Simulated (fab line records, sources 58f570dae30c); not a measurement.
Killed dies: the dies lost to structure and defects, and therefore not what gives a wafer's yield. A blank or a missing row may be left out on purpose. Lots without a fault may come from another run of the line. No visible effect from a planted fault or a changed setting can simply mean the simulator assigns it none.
Chamber matching / flow berkeley_cmos170 / rie_si-01 running UCB170_GATE_ETCH_15: 4 sister chambers
The step etches poly-Si in HBr/Cl2, stops on SiO2, time 56.3 s, target depth 278.2 nm. 4 wafers are shown with their chamber, then 9 later ones without.

## WAFERS WITH THEIR CHAMBER
wafer=L334.6; chamber=2; throttle_valve_pct (%)=26.03
wafer=L336.1; chamber=0; throttle_valve_pct (%)=26.25
wafer=L336.2; chamber=3; throttle_valve_pct (%)=26.93
wafer=L336.5; chamber=1; throttle_valve_pct (%)=26.09

## WAFERS WITHOUT THEIR CHAMBER
wafer=L340.4; throttle_valve_pct (%)=26.09
wafer=L340.5; throttle_valve_pct (%)=26.03
wafer=L340.6; throttle_valve_pct (%)=26.93
wafer=L338.1; throttle_valve_pct (%)=26.26
wafer=L338.4; throttle_valve_pct (%)=26.92
wafer=L338.5; throttle_valve_pct (%)=26.04
wafer=L342.3; throttle_valve_pct (%)=26.93
wafer=L342.5; throttle_valve_pct (%)=26.27
wafer=L342.6; throttle_valve_pct (%)=26.92

## WHICH CHAMBER EACH ONE RAN IN
wafer=L340.4; from the rows above=1; in truth=1
wafer=L340.5; from the rows above=2; in truth=2
wafer=L340.6; from the rows above=3; in truth=3
wafer=L338.1; from the rows above=0; in truth=0
wafer=L338.4; from the rows above=3; in truth=3
wafer=L338.5; from the rows above=2; in truth=2
wafer=L342.3; from the rows above=3; in truth=3
wafer=L342.5; from the rows above=0; in truth=0
wafer=L342.6; from the rows above=3; in truth=3
Correctly placed: 9 of 9. Number that these rows cannot place: 0. Placed wrongly: 0.
How it was worked out, from the rows above alone: a wafer's distance from a chamber is the root of the sum, over the readings, of the square of ((its reading less the chamber's mean) divided by the reading's scatter). The wafer belongs to the nearest chamber; if the next one is less than 2 further off, it can't be placed. The mean given for a chamber averages the wafers shown for that chamber. The scatter: with one shown wafer a chamber, the root of the mean of the squares of how far each hidden wafer lies from its nearest shown one.
